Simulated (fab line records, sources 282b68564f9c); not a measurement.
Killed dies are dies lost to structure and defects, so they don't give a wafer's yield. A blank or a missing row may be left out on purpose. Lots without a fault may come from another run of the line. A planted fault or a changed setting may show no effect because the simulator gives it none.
Which tool did it? | flow rit_cmos | 15 lots, 45 wafers sampled, at 2 steps of a route of 202

WHAT THE GAUGES READ, wafer by wafer
RIT_PRETRO_TW_MEAS_10.
lot  | measured    | on            | PRETRO_TW
L752 | day 2 08:00 | film_metro-02 | 470 472 473
L754 | day 2 17:19 | film_metro-04 | 499 496 500
L755 | day 3 00:04 | film_metro-03 | 471 470 471
L757 | day 3 09:52 | film_metro-02 | 487 488 488
L758 | day 3 15:40 | film_metro-04 | 497 497 498
L764 | day 4 19:17 | film_metro-03 | 472 474 473
L765 | day 5 00:37 | film_metro-02 | 474 469 470
L766 | day 5 05:29 | film_metro-04 | 475 473 473
L767 | day 5 12:29 | film_metro-02 | 472 475 475
L768 | day 5 17:38 | film_metro-02 | 471 471 471
L770 | day 6 01:01 | film_metro-02 | 472 471 474
L771 | day 6 06:19 | film_metro-04 | 475 478 475
L772 | day 6 12:05 | film_metro-04 | 475 478 476
L774 | day 6 21:00 | film_metro-03 | 471 470 474
L775 | day 7 02:42 | film_metro-02 | 474 475 475

WHICH TOOL RAN EACH LOT (tool, then ch and the chambers of the sampled wafers, then the start)
lot  | RIT_PRETRO_IMPLANT_08
L752 | implanter-03 ch 0, day 2 07:43
L754 | implanter-03 ch 0, day 2 17:01
L755 | implanter-04 ch 0, day 2 23:46
L757 | implanter-03 ch 0, day 3 09:33
L758 | implanter-03 ch 0, day 3 15:22
L764 | implanter-04 ch 0, day 4 18:59
L765 | implanter-02 ch 0, day 5 00:18
L766 | implanter-02 ch 0, day 5 05:11
L767 | implanter-02 ch 0, day 5 12:10
L768 | implanter-02 ch 0, day 5 17:19
L770 | implanter-02 ch 0, day 6 00:41
L771 | implanter-04 ch 0, day 6 05:59
L772 | implanter-03 ch 0, day 6 11:45
L774 | implanter-02 ch 0, day 6 20:43
L775 | implanter-04 ch 0, day 7 02:23
- RIT_PRETRO_IMPLANT_08

WHAT THE TOOLS THEMSELVES READ (means of the sampled wafers that have a number; where no wafer has one, the mark that the record gives instead)
RIT_PRETRO_IMPLANT_08.
lot  | tool         | beam_energy_keV
L752 | implanter-03 | 45.012
L754 | implanter-03 | 54.902
L755 | implanter-04 | 45.004
L757 | implanter-03 | 54.881
L758 | implanter-03 | 54.897
L764 | implanter-04 | 45.005
L765 | implanter-02 | 44.994
L766 | implanter-02 | 44.986
L767 | implanter-02 | 44.989
L768 | implanter-02 | 45.005
L770 | implanter-02 | 44.985
L771 | implanter-04 | 45.001
L772 | implanter-03 | 45.025
L774 | implanter-02 | 44.986
L775 | implanter-04 | 45.001

THE ANSWER, worked out from the rows above alone
Rule: what is usual is taken from the lots themselves. Put in order of their means at a reading, lots are off if they are a third of the lots or fewer, leave a main group of 4 or more, and stand apart from it by a gap of 3 or more times the standard deviation of the main group's means; of several such gaps the widest counts. A main group whose means are all the same, to the digits that the tables above print for the reading, isn't used. A lot without any number at a reading at which 4 lots or more have one is off too. The other lots that the step has rows for count as sound. The gauges are gone through in route order, then the tools' own readings, and for those a lot's mean is taken as printed above. The first step at which some lot is off is used, and at that step the reading that is off furthest; a lot without a number counts as furthest.
Off: L754, L757, L758, at RIT_PRETRO_TW_MEAS_10 (PRETRO_TW). The main group: mean 473, standard deviation 1.9.
A tool fits if, at a process step before that reading, it ran every lot that is off, and no sound lot after the first of them. The gauges at RIT_PRETRO_TW_MEAS_10 aren't tried: what is off there is off at RIT_PRETRO_IMPLANT_08 too, on other tools, and a gauge's error can't cause that. None of those tried fits.

WHAT THE SIMULATOR HAD PUT IN
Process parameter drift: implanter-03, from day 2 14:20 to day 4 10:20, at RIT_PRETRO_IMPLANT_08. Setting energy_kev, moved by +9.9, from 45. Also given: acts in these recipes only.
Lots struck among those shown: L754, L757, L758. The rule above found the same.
